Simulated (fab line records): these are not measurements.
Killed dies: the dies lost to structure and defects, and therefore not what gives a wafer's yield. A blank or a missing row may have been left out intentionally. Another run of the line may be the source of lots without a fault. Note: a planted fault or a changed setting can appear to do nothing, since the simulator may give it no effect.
What tool caused it? | flow ritCmos | 45 wafers from 15 lots sampled at 2 of the route's 202 steps

WHAT EACH GAUGE READ, for each wafer
The record lacks any reading of a measuring or inspecting step that a usual standard deviation could be used to judge.

TOOL THAT RAN EACH LOT (tool first, then ch and the chambers of the sampled wafers, then the start)
lot  | RIT_M1_SOFTBAKE_05              | RIT_M1_PROBE_99
L169 | lithoTrack-01 ch 0, day 3 10:17 | prober-01, day 3 13:32
L170 | lithoTrack-01 ch 0, day 3 12:40 | prober-02, day 3 15:55
L171 | lithoTrack-04 ch 0, day 3 21:48 | prober-01, day 4 01:28
L172 | lithoTrack-02 ch 0, day 4 00:47 | prober-02, day 4 04:02
L173 | lithoTrack-01 ch 0, day 4 04:33 | prober-01, day 4 07:47
L174 | lithoTrack-01 ch 0, day 4 08:51 | prober-02, day 4 12:27
L175 | lithoTrack-04 ch 0, day 4 13:31 | prober-01, day 4 16:59
L176 | lithoTrack-04 ch 0, day 4 17:19 | prober-02, day 4 20:34
L177 | lithoTrack-02 ch 0, day 5 02:08 | prober-01, day 5 05:44
L179 | lithoTrack-02 ch 0, day 5 12:46 | prober-01, day 5 16:19
L180 | lithoTrack-02 ch 0, day 5 15:05 | prober-02, day 5 18:38
L181 | lithoTrack-04 ch 0, day 5 22:27 | prober-01, day 6 01:49
L186 | lithoTrack-02 ch 0, day 6 20:41 | prober-02, day 7 00:05
L187 | lithoTrack-02 ch 0, day 7 05:15 | prober-01, day 7 08:37
L188 | lithoTrack-02 ch 0, day 7 07:17 | prober-02, day 7 10:44
- RIT_M1_SOFTBAKE_05: time 60 s.
- RIT_M1_PROBE_99

WHAT THE TOOLS THEMSELVES READ (means of the sampled wafers that have a number; where no wafer has one, the mark that the record gives instead)
RIT_M1_SOFTBAKE_05.
lot  | tool          | heaterPowerTotalW (W) | plateTempC (C)
L169 | lithoTrack-01 | 34.55                 | 89.96
L170 | lithoTrack-01 | 34.52                 | 89.91
L171 | lithoTrack-04 | 34.55                 | 90.05
L172 | lithoTrack-02 | 34.56                 | 90.01
L173 | lithoTrack-01 | 34.62                 | 90.04
L174 | lithoTrack-01 | 34.59                 | 90.10
L175 | lithoTrack-04 | 34.58                 | 90.07
L176 | lithoTrack-04 | 34.53                 | 89.89
L177 | lithoTrack-02 | 34.58                 | 89.89
L179 | lithoTrack-02 | 34.54                 | 90.07
L180 | lithoTrack-02 | 34.58                 | 89.95
L181 | lithoTrack-04 | 34.55                 | 90.07
L186 | lithoTrack-02 | 35.73                 | 92.04
L187 | lithoTrack-02 | 35.72                 | 92.24
L188 | lithoTrack-02 | 35.76                 | 92.07

RIT_M1_PROBE_99.
lot  | tool      | defectLimitedYield (%) | killed_at_M0_to_M3 | killedAtContacts | killedAtFrontEnd | killedDies | killedOpen | killedShort | sort_bin_3_pad_short (%) | sort_bin_5_function (%) | sort_bin_6_memory (%) | sortNPass | sortYieldPct (%)
L169 | prober-01 | 96.7                   | 0.0                | 0.3              | 8                | 9          | 4.3        | 4.3         | 0.0                      | 1.9                     | 1.4                   | 255       | 96.7
L170 | prober-02 | 97.0                   | 0.0                | 0.0              | 8                | 8          | 3.7        | 4.3         | 0.0                      | 1.9                     | 1.1                   | 256       | 97.0
L171 | prober-01 | 96.5                   | 0.0                | 0.0              | 9                | 9          | 5.0        | 4.3         | 0.0                      | 2.1                     | 1.4                   | 255       | 96.5
L172 | prober-02 | 96.3                   | 0.0                | 0.0              | 10               | 10         | 5.3        | 4.3         | 0.1                      | 2.7                     | 0.9                   | 254       | 96.3
L173 | prober-01 | 96.1                   | 0.0                | 0.0              | 10               | 10         | 5.0        | 5.3         | 0.4                      | 2.5                     | 1.0                   | 254       | 96.1
L174 | prober-02 | 98.3                   | 0.0                | 0.3              | 4                | 4          | 2.3        | 2.0         | 0.0                      | 1.0                     | 0.6                   | 260       | 98.3
L175 | prober-01 | 98.6                   | 0.0                | 0.0              | 4                | 4          | 0.7        | 3.0         | 0.0                      | 0.9                     | 0.5                   | 260       | 98.6
L176 | prober-02 | 97.0                   | 0.0                | 0.0              | 8                | 8          | 4.0        | 4.0         | 0.3                      | 1.1                     | 1.6                   | 256       | 97.0
L177 | prober-01 | 97.4                   | 0.3                | 0.0              | 7                | 7          | 4.0        | 2.7         | 0.0                      | 1.8                     | 0.9                   | 257       | 97.4
L179 | prober-01 | 97.2                   | 0.0                | 0.0              | 7                | 7          | 3.0        | 4.3         | 0.3                      | 1.4                     | 1.1                   | 257       | 97.2
L180 | prober-02 | 98.0                   | 0.0                | 0.3              | 5                | 5          | 3.3        | 2.0         | 0.0                      | 0.3                     | 1.8                   | 259       | 98.0
L181 | prober-01 | 96.6                   | 0.0                | 0.0              | 9                | 9          | 5.3        | 3.7         | 0.1                      | 1.8                     | 1.5                   | 255       | 96.6
L186 | prober-02 | 95.8                   | 0.0                | 0.0              | 11               | 11         | 5.7        | 5.3         | 0.0                      | 1.6                     | 2.5                   | 253       | 95.8
L187 | prober-01 | 97.7                   | 0.0                | 0.0              | 6                | 6          | 2.3        | 3.7         | 0.1                      | 1.7                     | 0.5                   | 258       | 97.7
L188 | prober-02 | 98.0                   | 0.0                | 0.0              | 5                | 5          | 2.0        | 3.3         | 0.0                      | 1.5                     | 0.5                   | 259       | 98.0

THE ANSWER, worked out from the rows above alone
Rule: what is usual is taken from the lots themselves. The widest of any qualifying gaps counts: lots, ordered by their means at a reading, are off when they make up no more than a third of the lots, leave a main group of 4 or more, and stand apart from it by 3 or more times the standard deviation of that group's means. Not used: any main group whose means are identical at the precision the tables above print for the reading. Also off: a lot with no number at a reading for which 4 or more lots have one. Where the step has rows for the other lots, those lots are counted as sound. Order of review: gauges by route order, followed by the tools' own readings, for which a lot's mean as printed above is used. The first step at which some lot is off is used, and at that step the reading that is off furthest; a lot without a number counts as furthest.
Off, at RIT_M1_SOFTBAKE_05 on heaterPowerTotalW: L186, L187, L188. The main group: mean 34.56 W, standard deviation 0.027.
A tool fits if, at that step or a process step before it, it ran every lot that is off, and no sound lot after the first of them. One fits: lithoTrack-02 at RIT_M1_SOFTBAKE_05. Its last sound lot is L180 (day 5 15:05), its first lot that is off L186 (day 6 20:41): a fault that began between those two fits.
The tool's own readings at RIT_M1_SOFTBAKE_05 bear it out: on the lots that are off they differ by more than 5 times the standard deviation of the sound lots' means. heaterPowerTotalW reads 35.74 W there against 34.56 W on the sound lots; plateTempC reads 92.12 C there against 90.00 C on the sound lots.

WHAT THE SIMULATOR HAD PUT IN
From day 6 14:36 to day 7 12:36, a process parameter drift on lithoTrack-02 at RIT_M1_SOFTBAKE_05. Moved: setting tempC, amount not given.
Lots struck among those shown: L186, L187, L188. This agrees with what the rule above found.
